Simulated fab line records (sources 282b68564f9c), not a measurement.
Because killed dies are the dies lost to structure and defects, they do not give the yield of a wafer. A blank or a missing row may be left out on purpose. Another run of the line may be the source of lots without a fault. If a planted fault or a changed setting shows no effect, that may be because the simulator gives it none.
fab line records	flow ritCmos
record lots=6	wafers=18	lastDay=6
route steps=202 shown ACTIVE@6 FOX1@20 FOX2@23 NWELL@28 PWELL@39 M1@202
lots with no fault: from the same line, run without faults
startH: hours from the record's first day to the start of the lot's first wafer shown	waitH: time in hours since the lot's previous step	" the same as in the row above	L1.1+2: a single row standing in for several wafers	- either no value or no given start	* or withheld: withheld	< > ~ a bound
route shown NAME@n: a module of which the file shows steps, and the number in the route of the first	usual: average and standard deviation across the fault-free wafers	same: alike in all rows	chamber/n: place in a boat	sites: the reading at each site	_std_site: how widely they spread, as a standard deviation	_edge_site: mean of outer sites minus mean of inner sites	radiusMm: how far each site lies from the wafer's centre	mask NAME#n: copy n	behind: the last tool/chamber to shape the wafer	hold: what put the lot on hold/how long, in hours/how the hold closed	device: names the non-switching transistor (n, p or np)	end of line: tests run on the same wafers once the route is complete	step lacking rows: just its recipe	killed: the dies lost at the first sort to structure and to defects; this is not the yield of the wafer	map: a wafer's dies, marking killed ones x, the rest . and places with no die _
set.NAME: the setting as run; set.NAME@STEP: as run at that earlier step	model.NAME: the simulator's own value behind a step, which no gauge read
a table for each step, a row for each wafer; lots at some steps of the route
services: when a tool's chamber went out of use (startH, in hours from the record's first day, below 0 if earlier), for how many hours, and the reason
## steps
# step RIT_ACTIVE_HMDS_05
# recipe primeTimeS=60	primeTempC=140
# step RIT_ACTIVE_COAT_06
# recipe resist=NOVOLAK	spinRpm=3250	resistThkNm=1000
# step RIT_ACTIVE_SOFTBAKE_07
# recipe resist=NOVOLAK	tempC=90	timeS=60
# step RIT_ACTIVE_EXPOSE_08
# recipe maskId=M1	na=0.6	sourceShape=conventional	sigmaOuter=0.6	targetCdNm=1400	doseMj=225
# step RIT_ACTIVE_PEB_09
# recipe resist=NOVOLAK	tempC=withheld	timeS=withheld
# step RIT_ACTIVE_DEVELOP_10
# recipe resist=NOVOLAK	developTimeS=50	devTempC=23
# step RIT_ACTIVE_CD_MEAS_11
# recipe targetCdNm=1400
# usual cdNm=1400.3/2.2
lot.wafer	tool	chamber	startH	waitH	cdNm
L671.2	cdSem-02	-	14.77	-	1399.9
L671.3	"	-	"	"	1398.1
L671.5	"	-	"	"	1400.3
L672.1	cdSem-02	-	19.44	-	1398.7
L672.4	"	-	"	"	1399.3
L672.6	"	-	"	"	1397.6
L680.2	cdSem-02	-	60.69	-	1404.0
L680.5	"	-	"	"	1404.2
L680.6	"	-	"	"	1401.2
L683.1	cdSem-01	-	75.17	-	1405.0
L683.2	"	-	"	"	1401.8
L683.6	"	-	"	"	1403.3
L684.2	cdSem-01	-	79.58	-	1399.7
L684.3	"	-	"	"	1400.9
L684.4	"	-	"	"	1398.2
L687.4	cdSem-01	-	94.65	-	1404.0
L687.5	"	-	"	"	1401.5
L687.6	"	-	"	"	1402.4
# step RIT_ACTIVE_HARDBAKE_12
# recipe resist=NOVOLAK	tempC=140	timeS=60
# step RIT_ACTIVE_ETCH_13
# recipe stopOn=SiO2	chemistry=SF6	target=Si3N4	timeS=210	overEtchFrac=0.4	SF6_flow_sccm=200	pressureMtorr=260	rfW=125	targetDepthA=2100
# usual drypumpMotorCurrentA=5.6/0.57	oesProductAu=0.816/0.014	throttleValvePct=7.48/0.12
lot.wafer	tool	chamber	startH	waitH	drypumpMotorCurrentA	oesProductAu	rfHoursCounterH	throttleValvePct
L671.2	rieDiel-04	0	15.10	0.1	5.5	0.829	111	7.51
L671.3	"	2	"	"	6.1	0.832	165	7.51
L671.5	"	1	"	"	5.8	0.811	-	7.26
L672.1	rieDiel-04	3	19.71	0.1	5.4	0.837	39	7.38
L672.4	"	0	"	"	5.6	0.839	111	7.52
L672.6	"	2	"	"	6.1	0.840	-	7.51
L680.2	rieDiel-02	2	60.94	0.1	4.7	0.832	16	7.55
L680.5	"	2	"	"	4.7	0.823	-	7.57
L680.6	"	0	"	"	5.4	0.808	-	7.48
L683.1	rieDiel-04	3	75.44	0.1	5.4	0.821	40	7.39
L683.2	"	1	"	"	5.8	0.805	89	7.25
L683.6	"	1	"	"	5.8	0.806	-	7.25
L684.2	rieDiel-04	1	79.83	0.1	5.8	0.810	89	7.24
L684.3	"	0	"	"	5.5	0.829	112	7.51
L684.4	"	2	"	"	6.0	0.813	0	7.53
L687.4	rieDiel-02	0	94.93	0.1	5.4	0.801	69	7.48
L687.5	"	1	"	"	5.4	0.820	-	7.48
L687.6	"	0	"	"	5.4	0.807	-	7.48
# step RIT_ACTIVE_STRIP_14
# recipe chemistry=O2	timeS=180	resist=NOVOLAK	platenTempC=withheld	powerW=500	pressureMtorr=4000	o2FlowSccm=4000
# usual drypumpMotorCurrentA=5.6/0.46	o2FlowSccm=4000/12
lot.wafer	tool	chamber	startH	waitH	drypumpMotorCurrentA	o2FlowSccm	rfHoursCounterH
L671.2	plasmaAsher-04	1	15.24	0.1	5.9	3989	38
L671.3	"	1	"	"	5.9	3985	-
L671.5	"	0	"	"	5.8	4002	-
L672.1	plasmaAsher-01	1	19.84	0.1	6.0	3995	34
L672.4	"	1	"	"	6.0	4000	-
L672.6	"	0	"	"	4.8	4007	-
L680.2	plasmaAsher-01	0	61.08	0.1	4.7	4010	38
L680.5	"	1	"	"	6.0	4019	-
L680.6	"	0	"	"	4.7	4020	-
L683.1	plasmaAsher-02	0	75.58	0.1	5.8	4010	41
L683.2	"	1	"	"	5.6	4013	41
L683.6	"	1	"	"	5.6	4010	-
L684.2	plasmaAsher-02	0	79.97	0.1	5.8	4000	42
L684.3	"	0	"	"	5.8	3988	-
L684.4	"	1	"	"	5.6	4015	-
L687.4	plasmaAsher-04	0	95.12	0.1	5.8	4003	-
L687.5	"	1	"	"	5.9	4004	-
L687.6	"	0	"	"	5.8	4006	-
# step RIT_ACTIVE_CD_MEAS_90
# recipe targetCdNm=1400
# usual cdNm=1400.2/2.1
lot.wafer	tool	chamber	startH	waitH	cdNm
L671.2	cdSem-02	-	15.43	0.1	1400.3
L671.3	"	-	"	"	1398.3
L671.5	"	-	"	"	1400.9
L672.1	cdSem-01	-	20.02	0.1	1398.7
L672.4	"	-	"	"	1399.3
L672.6	"	-	"	"	1398.0
L680.2	cdSem-01	-	61.27	0.1	1403.6
L680.5	"	-	"	"	1403.9
L680.6	"	-	"	"	1401.6
L683.1	cdSem-01	-	75.75	0.1	1404.9
L683.2	"	-	"	"	1401.5
L683.6	"	-	"	"	1403.3
L684.2	cdSem-01	-	80.16	0.1	1399.6
L684.3	"	-	"	"	1400.5
L684.4	"	-	"	"	1397.7
L687.4	cdSem-01	-	95.33	0.1	1403.8
L687.5	"	-	"	"	1400.8
L687.6	"	-	"	"	1402.1
# step RIT_ACTIVE_CLEAN_15
# recipe chemistry=SC1	mix=3:3:50	timeS=600	tempC=75
# step RIT_ACTIVE_CLEAN_16
# recipe chemistry=dHF	dilution=50:1	timeS=30
lot.wafer	tool	chamber	startH	waitH
L671.2+3+5	wetBench-04	2	15.92	0.0
L672.1+4+6	wetBench-02	0	20.33	0.0
L680.2+5+6	wetBench-01	0	61.55	0.0
L683.1+2+6	wetBench-02	1	76.05	0.0
L684.2+3+4	wetBench-02	0	80.44	0.0
L687.4+5+6	wetBench-04	1	95.56	0.0
# step RIT_ACTIVE_CLEAN_17
# recipe chemistry=SC2	mix=3:3:50	timeS=600	tempC=75	dry=n2Spin
# step RIT_FOX1_OXIDATION_00
# recipe tempC=1100	ambient=H2O	targetThkA=3507	pH2oTorr=720	oxTimeS=1130
# step RIT_FOX1_THK_MEAS_01
# recipe reads=SiO2_of_FOX1_OXIDATION_00
# usual FOX1_OXIDE_THK=349/5.6
lot.wafer	tool	chamber	startH	waitH	FOX1_OXIDE_THK[nm]
L671.2	filmMetro-02	-	18.38	0.0	351
L671.3	"	-	"	"	347
L671.5	"	-	"	"	351
L672.1	filmMetro-04	-	23.26	0.0	351
L672.4	"	-	"	"	350
L672.6	"	-	"	"	350
L680.2	filmMetro-01	-	65.10	0.0	353
L680.5	"	-	"	"	343
L680.6	"	-	"	"	346
L683.1	filmMetro-04	-	79.45	0.0	351
L683.2	"	-	"	"	349
L683.6	"	-	"	"	355
L684.2	filmMetro-04	-	84.90	0.0	345
L684.3	"	-	"	"	346
L684.4	"	-	"	"	353
L687.4	filmMetro-01	-	98.58	0.0	344
L687.5	"	-	"	"	347
L687.6	"	-	"	"	348
# step RIT_FOX1_WET_ETCH_02
# recipe chemistry=BOE	targetDepthNm=350	timeS=390	tempC=21.5	dry=n2Spin	dilution=10:1	target=SiO2
# step RIT_FOX2_OXIDATION_00
# recipe tempC=1100	ambient=H2O	targetThkA=3507	pH2oTorr=720	oxTimeS=1130
# step RIT_FOX2_THK_MEAS_01
# recipe reads=SiO2_of_FOX2_OXIDATION_00
# usual FOX2_OXIDE_THK=351/6.7
lot.wafer	tool	chamber	startH	waitH	FOX2_OXIDE_THK[nm]
L671.2	filmMetro-03	-	19.87	0.0	351
L671.3	"	-	"	"	348
L671.5	"	-	"	"	342
L672.1	filmMetro-04	-	24.76	0.0	342
L672.4	"	-	"	"	347
L672.6	"	-	"	"	347
L680.2	filmMetro-03	-	69.07	0.0	344
L680.5	"	-	"	"	347
L680.6	"	-	"	"	344
L683.1	filmMetro-01	-	83.45	0.0	356
L683.2	"	-	"	"	359
L683.6	"	-	"	"	361
L684.2	filmMetro-04	-	86.40	0.0	355
L684.3	"	-	"	"	350
L684.4	"	-	"	"	350
L687.4	filmMetro-04	-	100.07	0.0	358
L687.5	"	-	"	"	358
L687.6	"	-	"	"	355
# step RIT_FOX2_CLEAN_02
# recipe chemistry=dHF	dilution=50:1	timeS=180
# step RIT_FOX2_WET_ETCH_03
# recipe chemistry=H3PO4	target=Si3N4	targetDepthNm=195	tempC=165	timeS=2700
# step RIT_FOX2_THK_MEAS_90
# recipe reads=SiO2_of_FOX2_OXIDATION_00
# usual FIELD_OXIDE_LEFT_1_THK=323/6.8
lot.wafer	tool	chamber	startH	waitH	FIELD_OXIDE_LEFT_1_THK[nm]
L671.2	filmMetro-01	-	20.76	0.0	323
L671.3	"	-	"	"	320
L671.5	"	-	"	"	314
L672.1	filmMetro-03	-	25.78	0.0	314
L672.4	"	-	"	"	319
L672.6	"	-	"	"	319
L680.2	filmMetro-01	-	69.95	0.0	316
L680.5	"	-	"	"	319
L680.6	"	-	"	"	316
L683.1	filmMetro-01	-	84.33	0.0	328
L683.2	"	-	"	"	332
L683.6	"	-	"	"	333
L684.2	filmMetro-01	-	87.28	0.0	328
L684.3	"	-	"	"	322
L684.4	"	-	"	"	323
L687.4	filmMetro-04	-	100.95	0.0	331
L687.5	"	-	"	"	330
L687.6	"	-	"	"	328
# step RIT_NWELL_HMDS_00
# recipe primeTimeS=60	primeTempC=140
# step RIT_NWELL_COAT_01
# recipe resist=NOVOLAK	spinRpm=2000	resistThkNm=1300
# step RIT_NWELL_SOFTBAKE_02
# recipe resist=NOVOLAK	tempC=90	timeS=60
# step RIT_NWELL_EXPOSE_03
# recipe maskId=M2	na=0.57	targetCdNm=43900	doseMj=250
# step RIT_NWELL_PEB_04
# recipe resist=NOVOLAK	tempC=withheld	timeS=withheld
# step RIT_NWELL_DEVELOP_05
# recipe resist=NOVOLAK	developTimeS=68	devTempC=23
# step RIT_NWELL_OVL_MEAS_06
# usual NWELL_OVL=-0.4/1.3
lot.wafer	tool	chamber	startH	waitH	NWELL_OVL[nm]
L671.2	overlay-02	-	21.82	-	-2.6
L671.3	"	-	"	"	-2.4
L671.5	"	-	"	"	-2.2
L672.1	overlay-02	-	26.84	-	-0.2
L672.4	"	-	"	"	-1.1
L672.6	"	-	"	"	0.2
L680.2	overlay-02	-	71.01	-	-0.5
L680.5	"	-	"	"	0.1
L680.6	"	-	"	"	0.2
L683.1	overlay-01	-	85.56	-	-3.9
L683.2	"	-	"	"	-0.9
L683.6	"	-	"	"	-3.5
L684.2	overlay-01	-	88.21	-	-1.7
L684.3	"	-	"	"	-0.5
L684.4	"	-	"	"	0.8
L687.4	overlay-02	-	101.91	-	1.0
L687.5	"	-	"	"	3.6
L687.6	"	-	"	"	-0.6
# step RIT_NWELL_HARDBAKE_07
# recipe resist=NOVOLAK	tempC=140	timeS=120
# step RIT_NWELL_IMPLANT_08
# recipe species=P	energyKev=170	doseCm2=5e+13	tiltDeg=7
# step RIT_NWELL_STRIP_09
# recipe chemistry=O2	timeS=180	resist=NOVOLAK	platenTempC=withheld	powerW=500	pressureMtorr=4000	o2FlowSccm=4000
# usual drypumpMotorCurrentA=5.9/0.48	o2FlowSccm=4000/12
lot.wafer	tool	chamber	startH	waitH	drypumpMotorCurrentA	o2FlowSccm	rfHoursCounterH
L671.2	plasmaAsher-01	1	22.28	0.1	6.0	4009	34
L671.3	"	0	"	"	4.7	4002	-
L671.5	"	1	"	"	6.0	4011	-
L672.1	plasmaAsher-04	1	27.28	0.1	5.9	3992	39
L672.4	"	0	"	"	5.8	3974	-
L672.6	"	0	"	"	5.8	3976	-
L680.2	plasmaAsher-03	1	71.44	0.1	5.9	4010	30
L680.5	"	1	"	"	5.9	3992	-
L680.6	"	0	"	"	6.4	3987	-
L683.1	plasmaAsher-03	0	86.00	0.1	6.4	4002	32
L683.2	"	1	"	"	5.9	4019	32
L683.6	"	0	"	"	6.4	4000	-
L684.2	plasmaAsher-03	1	88.64	0.1	5.9	3986	32
L684.3	"	1	"	"	5.9	4010	-
L684.4	"	0	"	"	6.3	3971	-
L687.4	plasmaAsher-03	0	102.38	0.1	6.4	3996	-
L687.5	"	1	"	"	5.9	4004	-
L687.6	"	0	"	"	6.4	4000	-
# step RIT_NWELL_TW_MEAS_10
# usual NWELL_TW=2149/30
lot.wafer	tool	chamber	startH	waitH	NWELL_TW
L671.2	filmMetro-03	-	22.47	0.1	2164
L671.3	"	-	"	"	2170
L671.5	"	-	"	"	2166
L672.1	filmMetro-03	-	27.45	0.1	2175
L672.4	"	-	"	"	2175
L672.6	"	-	"	"	2177
L680.2	filmMetro-03	-	71.63	0.1	2167
L680.5	"	-	"	"	2163
L680.6	"	-	"	"	2156
L683.1	filmMetro-02	-	86.17	0.1	2149
L683.2	"	-	"	"	2153
L683.6	"	-	"	"	2148
L684.2	filmMetro-02	-	88.83	0.1	2154
L684.3	"	-	"	"	2155
L684.4	"	-	"	"	2150
L687.4	filmMetro-01	-	102.53	0.1	2118
L687.5	"	-	"	"	2119
L687.6	"	-	"	"	2114
# step RIT_PWELL_HMDS_00
# recipe primeTimeS=60	primeTempC=140
# step RIT_PWELL_COAT_01
# recipe resist=NOVOLAK	spinRpm=2000	resistThkNm=1300
# step RIT_PWELL_SOFTBAKE_02
# recipe resist=NOVOLAK	tempC=90	timeS=60
# step RIT_PWELL_EXPOSE_03
# recipe maskId=M3	na=0.57	targetCdNm=43700	doseMj=250
# step RIT_PWELL_PEB_04
# recipe resist=NOVOLAK	tempC=withheld	timeS=withheld
# step RIT_PWELL_DEVELOP_05
# recipe resist=NOVOLAK	developTimeS=68	devTempC=23
# step RIT_PWELL_OVL_MEAS_06
# usual PWELL_OVL=-0.4/1.4
lot.wafer	tool	chamber	startH	waitH	PWELL_OVL[nm]
L671.2	overlay-01	-	23.40	-	-0.7
L671.3	"	-	"	"	-0.3
L671.5	"	-	"	"	-2.0
L672.1	overlay-01	-	28.59	-	-0.3
L672.4	"	-	"	"	0.5
L672.6	"	-	"	"	-1.1
L680.2	overlay-01	-	72.73	-	-0.3
L680.5	"	-	"	"	-0.1
L680.6	"	-	"	"	-1.8
L683.1	overlay-01	-	87.11	-	-0.5
L683.2	"	-	"	"	-1.5
L683.6	"	-	"	"	0.9
L684.2	overlay-01	-	89.89	-	1.2
L684.3	"	-	"	"	0.3
L684.4	"	-	"	"	-0.6
L687.4	overlay-02	-	103.46	-	1.5
L687.5	"	-	"	"	2.2
L687.6	"	-	"	"	-0.2
# step RIT_PWELL_HARDBAKE_07
# recipe resist=NOVOLAK	tempC=140	timeS=120
# step RIT_PWELL_IMPLANT_08
# recipe species=B	energyKev=170	doseCm2=7e+13	tiltDeg=7
# step RIT_M1_PROBE_99
# usual killed_at_M0_to_M3=0.0/0.083	killedAtContacts=0.0/0.22	killedAtFrontEnd=6.6/2.7	killedDies=6.7/2.7	killedOnRim=1.7/1.4	killedOpen=3.4/2	killedShort=3.2/1.8
# same grossDies=264	killed_at_M4_up=0	killedAtBackSide=0	killedAtOther=0
lot.wafer	tool	chamber	startH	waitH	killed_at_M0_to_M3	killedAtContacts	killedAtFrontEnd	killedDies	killedOnRim	killedOpen	killedShort
L672.1	prober-01	-	69.74	0.1	0	0	4	4	1	2	2
L672.4	prober-01	-	69.89	0.2	0	0	8	8	2	4	4
L672.6	prober-01	-	69.99	0.2	0	0	7	7	1	5	2
L680.2	prober-01	-	109.31	0.1	0	0	5	5	3	3	2
L680.5	prober-01	-	109.46	0.2	0	0	5	5	0	4	1
L680.6	prober-01	-	109.51	0.2	0	0	6	6	1	3	3
L683.1	prober-02	-	122.70	0.1	0	0	45	45	1	2	2
L683.2	prober-02	-	122.75	0.1	0	0	44	44	2	0	4
L683.6	prober-02	-	122.95	0.2	0	0	48	48	4	0	5
L684.2	prober-01	-	130.18	0.1	0	0	49	49	6	2	3
L684.3	prober-01	-	130.23	0.2	1	0	44	45	4	1	3
L684.4	prober-01	-	130.28	0.2	0	0	44	44	3	2	3
L687.4	prober-02	-	146.81	0.2	0	0	6	6	1	5	1
L687.5	prober-02	-	146.86	0.2	0	1	5	6	0	4	2
L687.6	prober-02	-	146.91	0.2	0	0	5	5	2	2	3
# killed by level:class
L672.1 FOX1:geometricParticle:open=1 GATE:geometricParticle:short=1 SPACER:geometricParticle:short=1 SPACER:geometricParticle:open=1
L672.4 FOX1:geometricParticle:short=3 GATE:geometricParticle:open=3 FOX1:geometricParticle:open=1 GATE:geometricParticle:short=1
L672.6 FOX1:geometricParticle:open=2 FOX1:geometricParticle:short=1 GATE:geometricParticle:open=1 REOX:geometricParticle:open=1 REOX:geometricParticle:short=1 SPACER:geometricParticle:open=1
L680.2 FOX1:geometricParticle:short=1 FOX1:geometricParticle:open=1 FOX2:geometricParticle:short=1 FOX2:geometricParticle:open=1 REOX:geometricParticle:open=1
L680.5 GATE:geometricParticle:open=3 FOX1:geometricParticle:short=1 FOX1:geometricParticle:open=1
L680.6 GATE:geometricParticle:open=3 FOX2:geometricParticle:short=1 GATE:geometricParticle:short=1 SPACER:geometricParticle:short=1
L683.1 ACTIVE:unspecified=41 FOX1:geometricParticle:short=1 GATE:geometricParticle:open=1 GATE:geometricParticle:short=1 SILICIDE:geometricParticle:open=1
L683.2 ACTIVE:unspecified=40 FOX1:geometricParticle:short=1 FOX2:geometricParticle:short=1 SPACER:geometricParticle:short=1 SILICIDE:geometricParticle:short=1
L683.6 ACTIVE:unspecified=43 GATE:geometricParticle:short=2 REOX:geometricParticle:short=2 SPACER:geometricParticle:short=1
L684.2 ACTIVE:unspecified=44 GATE:geometricParticle:short=2 FOX1:geometricParticle:open=1 SPACER:geometricParticle:open=1 SILICIDE:geometricParticle:short=1
L684.3 ACTIVE:unspecified=41 GATE:geometricParticle:short=2 GATE:geometricParticle:open=1 M1:geometricParticle:short=1
L684.4 ACTIVE:unspecified=39 REOX:geometricParticle:short=3 REOX:geometricParticle:open=1 SPACER:geometricParticle:open=1
L687.4 GATE:geometricParticle:open=4 FOX2:geometricParticle:open=1 SILICIDE:geometricParticle:short=1
L687.5 GATE:geometricParticle:open=2 FOX2:geometricParticle:short=1 FOX2:geometricParticle:open=1 REOX:geometricParticle:open=1 CONTACT:geometricParticle:short=1
L687.6 SILICIDE:geometricParticle:short=2 GATE:geometricParticle:open=1 GATE:geometricParticle:short=1 SILICIDE:geometricParticle:open=1
# map L683.6 (x killed, . not)
________......x_______
_____.............____
____...............___
___.................__
__x............x....._
__x......x...x..x...._
_...........xxxxxxxx..
_..........x.xxxxxxx..
_...........xxxxxxxx..
_............xxxxxxx..
__...........xxxxx..._
__..........x..xxx.x._
___.................__
____...............___
_____.............____
________......._______
# map L684.2 (x killed, . not)
________......._______
_____.............____
____...........x...___
___xx............x..__
__.xxxxx............._
__.xxxxxxx..........._
_.xxxxxxx.............
_..xxxxxxxx...........
_..xxxxxxx............
_..x.xxxxx...........x
__...xx.x............_
__..................._
___.................__
____...............___
_____.............____
________x......_______
## services
tool	chamber	startH	hours	kind
plasmaAsher-04	-	7.50	5.9	repair
plasmaAsher-02	-	30.61	0.4	repair
rieDiel-02	1	34.90	8.6	repair
rieDiel-04	3	43.40	5.6	repair
rieDiel-02	3	55.30	32.9	repair
rieDiel-04	2	63.99	-	clean
rieDiel-04	2	63.99	14.8	scheduledDown
rieDiel-04	2	63.99	14.8	ventCycle
rieDiel-04	-	78.62	0.8	repair
plasmaAsher-02	-	83.87	14.6	pm
rieDiel-02	0	89.08	2.4	repair
## key
firstSign step=RIT_M1_PROBE_99	reading=killedDies	direction=up	sigmas=14	usual=6.7	struck=45.8
effect step=RIT_M1_PROBE_99	reading=killedAtFrontEnd	direction=up	sigmas=14	usual=6.6	struck=45.7
metAt RIT_ACTIVE_CLEAN_16
struckWafers L683.1,L683.2,L683.6,L684.2,L684.3,L684.4
testerLeftOut L683,L684
onsetBetween 20.33 76.05
alsoFits RIT_ACTIVE_ETCH_13:rieDiel-04,RIT_ACTIVE_STRIP_14:plasmaAsher-02
fault kind=chamberParticleSource	tool=wetBench-02	chamber=-	onsetH=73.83	steps=RIT_ACTIVE_CLEAN_16	ratePerVisitCm2=2.1355	endH=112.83
# testerLeftOut: of these lots the tester's yield and bins aren't shown, on N5 and GAA mostly nor the transistor test; their killed dies are dies lost to structure and defects alone, not to doping, threshold or leakage, so they don't give the yield
